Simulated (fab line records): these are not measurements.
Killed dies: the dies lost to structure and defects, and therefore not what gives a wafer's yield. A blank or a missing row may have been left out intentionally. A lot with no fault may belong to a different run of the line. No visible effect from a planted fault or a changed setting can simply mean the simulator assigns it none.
Commonality check across tools ; flow berkeleyCmos170 ; Lots sampled 14, wafers sampled 42

== WHAT PROMPTED THE OPENING ==
On 2 of the 14 lots, a flag is raised at UCB170_PSD_CD_MEAS_06 on the reading cdNm. No-fault wafers: 1199.9 nm, standard deviation 1.7.
Rule: a lot gets a flag if all its wafers with a number sit over 4 standard deviations from that mean, or if no wafer of it has a number. The other lots count as sound.

lot;measured;on;cdNm (nm), wafer by wafer;flag
L628;day 7 19:08;cdSem-01;1200.5 1201.1 1200.4;
L629;day 8 15:18;cdSem-02;1198.8 1199.4 1198.8;
L630;day 8 15:35;cdSem-01;1200.3 1200.9 1200.1;
L632;day 8 15:54;cdSem-02;1197.2 1196.9 1196.9;
L634;day 9 18:27;cdSem-02;1200.8 1201.3 1201.7;
L633;day 9 18:40;cdSem-01;1201.7 1202.5 1202.6;
L636;day 9 18:53;cdSem-02;1199.9 1198.9 1198.7;
L635;day 9 19:00;cdSem-01;1202.7 1201.8 1202.5;
L638;day 10 07:28;cdSem-02;1197.9 1198.2 1198.4;
L639;day 10 19:44;cdSem-01;1200.1 1200.3 1200.8;
L646;day 12 07:37;cdSem-02;1198.9 1199.5 1198.7;
L645;day 12 08:01;cdSem-02;1191.5 1192.4 1191.1;FLAGGED
L649;day 12 19:36;cdSem-02;1189.6 1190.2 1190.0;FLAGGED
L651;day 13 09:53;cdSem-02;1198.9 1198.9 1197.5;
The numbers of the flagged lots are 1190.8 nm on average: -9.1 nm against the usual, or -5 standard deviations.

== LOT BY LOT: THE TOOL USED ==
The record keeps 1 process step preceding the reading, out of 331 steps on the route. Read each cell as the tool, then ch plus the chambers that the sampled wafers visited, then the start.
lot;flag;UCB170_PSD_PEB_04
L628;;lithoTrack-02 ch 0, day 7 18:52
L629;;lithoTrack-02 ch 0, day 8 15:02
L630;;lithoTrack-01 ch 0, day 8 15:19
L632;;lithoTrack-02 ch 0, day 8 15:38
L634;;lithoTrack-02 ch 0, day 9 18:11
L633;;lithoTrack-01 ch 0, day 9 18:23
L636;;lithoTrack-03 ch 0, day 9 18:37
L635;;lithoTrack-01 ch 0, day 9 18:44
L638;;lithoTrack-01 ch 0, day 10 06:49
L639;;lithoTrack-02 ch 0, day 10 19:28
L646;;lithoTrack-02 ch 0, day 12 07:21
L645;FLAGGED;lithoTrack-01 ch 0, day 12 07:44
L649;FLAGGED;lithoTrack-01 ch 0, day 12 19:20
L651;;lithoTrack-02 ch 0, day 13 09:37
What the steps here do:
- UCB170_PSD_PEB_04
- UCB170_PSD_CD_MEAS_06: target cd 1200 nm.

== FLAGGED OVER TOTAL, TOOL BY TOOL (the gauges that took the reading come last) ==
step;tool;lots run;flagged;share of the flagged lots;sound lots run after its first flagged lot
UCB170_PSD_PEB_04;lithoTrack-01;6;2;all;0
UCB170_PSD_PEB_04;lithoTrack-02;7;0;none;-
UCB170_PSD_PEB_04;lithoTrack-03;1;0;none;-
UCB170_PSD_CD_MEAS_06;cdSem-01;5;0;none;-
UCB170_PSD_CD_MEAS_06;cdSem-02;9;2;all;1 (L651)

== WHAT THE TABLE ALLOWS ==
2 rows of the table ran every flagged lot: lithoTrack-01 at UCB170_PSD_PEB_04, cdSem-02 at UCB170_PSD_CD_MEAS_06.
- lithoTrack-01 at UCB170_PSD_PEB_04 ran 6 lots, 2 of them flagged. A fault beginning between L638 (day 10 06:49), its last sound lot, and L645 (day 12 07:44), its first flagged one, fits the data. Its own readings lie more than 4 standard deviations out on every wafer of the flagged lots: heaterPowerTotalW.
- cdSem-02 at UCB170_PSD_CD_MEAS_06 ran 9 lots, 2 of them flagged. Sound lots followed the first flagged one (L651) on it, something a lasting fault affecting the whole tool could not allow.
lithoTrack-01 at UCB170_PSD_PEB_04 is the single tool remaining.

== WHAT THE SIMULATOR HAD INSERTED ==
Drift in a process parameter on lithoTrack-01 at UCB170_PSD_PEB_04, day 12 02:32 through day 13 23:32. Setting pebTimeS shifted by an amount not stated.
Struck lots among those shown: L645, L649. The same result came from the rule above.
